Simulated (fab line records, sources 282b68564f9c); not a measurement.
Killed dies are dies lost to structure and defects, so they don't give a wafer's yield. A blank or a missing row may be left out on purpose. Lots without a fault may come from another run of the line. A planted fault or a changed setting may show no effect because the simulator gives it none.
fab line records | flow rit_cmos
record lots=13 wafers=39 last_day=6
route steps=202 shown GATE@89
lots that met no fault: from a run of the same line without faults
start_h: hours from the record's first day to the start of the lot's first wafer shown | wait_h: hours since the lot's step before | " the same as in the row above | L1.1+2: a row that stands for several wafers | - no value, or no start given | * or withheld: withheld | < > ~ a bound
route shown NAME@n: a module of which the file shows steps, and the number in the route of the first | usual: mean/standard deviation of fault-free wafers | same: alike in all rows | chamber/n: place in a boat | sites: the reading at each site | _std_site: their standard deviation | _edge_site: outer sites' mean less inner sites' | radius_mm: how far each site lies from the wafer's centre | mask NAME#n: copy n | behind: the tool/chamber that last shaped the wafer | hold: why the lot was held/for how many hours/how that ended | device: the transistor (n, p or np) that didn't switch | end of line: the same wafers' tests at the end of the route | a step without rows: its recipe alone | killed: dies lost to structure and defects at the first sort, not the wafer's yield | map: a wafer's dies, x killed, . not, _ none there
set.NAME: the setting as run; set.NAME@STEP: as run at that earlier step | model.NAME: the simulator's own value behind a step, which no gauge read
steps of the route over a sample of lots; a table a step, a row a wafer
services: from which hour (start_h, from the record's first day; less than 0 if before it) a tool's chamber was out of use, for how many hours, and why
## steps
# step RIT_GATE_EXPOSE_13
# recipe mask_id=M6 na=0.6 source_shape=conventional sigma_outer=0.6 target_cd_nm=150 dose_mj=380
# usual reticle_temp_C=23.01/0.1 stage_vel_mm_s=500.01/0.25
# columns lot.wafer tool chamber start_h wait_h mask reticle_temp_C stage_vel_mm_s
L907.2 iline_stepper-01 0 37.03 0.1 M6#0 22.99 499.91
L907.3 " 0 " " M6#0 22.84 500.00
L907.6 " 0 " " M6#0 22.83 500.07
L908.3 iline_stepper-02 0 42.85 0.2 M6#0 23.01 499.80
L908.5 " 0 " " M6#0 23.08 499.41
L908.6 " 0 " " M6#0 23.09 499.66
L909.2 iline_stepper-01 0 48.85 0.2 M6#0 23.05 500.05
L909.3 " 0 " " M6#0 23.08 499.89
L909.5 " 0 " " M6#0 22.92 500.05
L910.2 iline_stepper-02 0 51.86 0.2 M6#0 23.01 500.32
L910.3 " 0 " " M6#0 23.04 500.09
L910.5 " 0 " " M6#0 22.93 500.36
L911.1 iline_stepper-01 0 57.27 0.2 M6#0 23.03 500.07
L911.2 " 0 " " M6#0 23.04 500.00
L911.5 " 0 " " M6#0 23.22 499.87
L913.2 iline_stepper-02 0 66.22 0.2 M6#0 23.14 500.23
L913.5 " 0 " " M6#0 23.15 500.09
L913.6 " 0 " " M6#0 23.15 499.93
L915.2 iline_stepper-02 0 76.48 0.2 M6#0 22.86 499.95
L915.5 " 0 " " M6#0 22.88 499.86
L915.6 " 0 " " M6#0 22.97 500.17
L916.1 iline_stepper-01 0 82.21 0.2 M6#0 22.98 500.25
L916.2 " 0 " " M6#0 23.08 500.24
L916.4 " 0 " " M6#0 23.03 500.09
L918.1 iline_stepper-01 0 92.43 0.2 M6#0 23.00 499.76
L918.2 " 0 " " M6#0 22.84 499.64
L918.6 " 0 " " M6#0 22.94 500.14
L919.1 iline_stepper-02 0 95.59 0.2 M6#0 22.90 499.68
L919.2 " 0 " " M6#0 22.94 499.97
L919.5 " 0 " " M6#0 23.03 499.96
L921.1 iline_stepper-01 0 106.73 0.1 M6_R1#0 22.97 500.10
L921.5 " 0 " " M6_R1#0 23.04 500.06
L921.6 " 0 " " M6_R1#0 22.94 500.30
L925.2 iline_stepper-01 0 126.06 0.2 M6#0 22.95 499.93
L925.4 " 0 " " M6#0 23.05 499.84
L925.6 " 0 " " M6#0 22.94 499.67
L926.1 iline_stepper-01 0 130.65 0.1 M6#0 23.11 500.01
L926.3 " 0 " " M6#0 22.94 500.15
L926.5 " 0 " " M6#0 23.01 500.28
# step RIT_GATE_CD_MEAS_16
# recipe target_cd_nm=150
# usual cd_nm=150.6/2.1
# columns lot.wafer tool chamber start_h wait_h cd_nm
L907.2 cd_sem-02 - 37.43 - 149.4
L907.3 " - " " 150.9
L907.6 " - " " 149.1
L908.3 cd_sem-01 - 43.25 - 151.0
L908.5 " - " " 151.8
L908.6 " - " " 151.7
L909.2 cd_sem-02 - 49.25 - 148.8
L909.3 " - " " 149.6
L909.5 " - " " 150.2
L910.2 cd_sem-02 - 52.26 - 147.6
L910.3 " - " " 148.7
L910.5 " - " " 146.4
L911.1 cd_sem-02 - 57.67 - 148.9
L911.2 " - " " 149.2
L911.5 " - " " 151.0
L913.2 cd_sem-01 - 66.62 - 147.6
L913.5 " - " " 149.2
L913.6 " - " " 150.3
L915.2 cd_sem-02 - 77.00 - 148.5
L915.5 " - " " 147.1
L915.6 " - " " 149.3
L916.1 cd_sem-01 - 82.61 - 152.3
L916.2 " - " " 150.5
L916.4 " - " " 149.2
L918.1 cd_sem-02 - 92.83 - 149.4
L918.2 " - " " 148.8
L918.6 " - " " 148.8
L919.1 cd_sem-02 - 95.99 - 149.6
L919.2 " - " " 150.0
L919.5 " - " " 149.4
L921.1 cd_sem-02 - 107.13 - 191.8
L921.5 " - " " 191.2
L921.6 " - " " 192.7
L925.2 cd_sem-01 - 126.47 - 148.1
L925.4 " - " " 147.0
L925.6 " - " " 147.5
L926.1 cd_sem-02 - 131.05 - 155.6
L926.3 " - " " 153.5
L926.5 " - " " 156.1
## services
# columns tool chamber start_h hours kind
iline_stepper-02 - 47.05 1.7 pm
iline_stepper-01 - 122.91 1.7 pm
## key
first_sign step=RIT_GATE_EXPOSE_13 reading=mask direction=changed
effect step=RIT_GATE_CD_MEAS_16 reading=cd_nm direction=up sigmas=20 usual=150.6 struck=191.9
met_at RIT_GATE_EXPOSE_13
struck_lots L921
later_rows_left_out L921.1,L921.5,L921.6
sort_left_out L921.1,L921.5,L921.6
tester_left_out L921
onset_between 92.43 106.73
fault kind=wrong_mask tool=any chamber=- onset_h=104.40 steps=RIT_GATE_EXPOSE_13 aux_copy=M6_R1#0 cd_offset_nm=45 scope=struck_lots_only
# tester_left_out: of these lots the tester's yield and bins aren't shown, on N5 and GAA mostly nor the transistor test; their killed dies are dies lost to structure and defects alone, not to doping, threshold or leakage, so they don't give the yield
# sort_left_out: the simulated sort isn't trusted on such a fault, so these wafers' sort isn't shown, and their yield isn't known
# later_rows_left_out: the simulator's readings of these wafers behind a module that went badly wrong aren't trusted and aren't shown, but for the sort
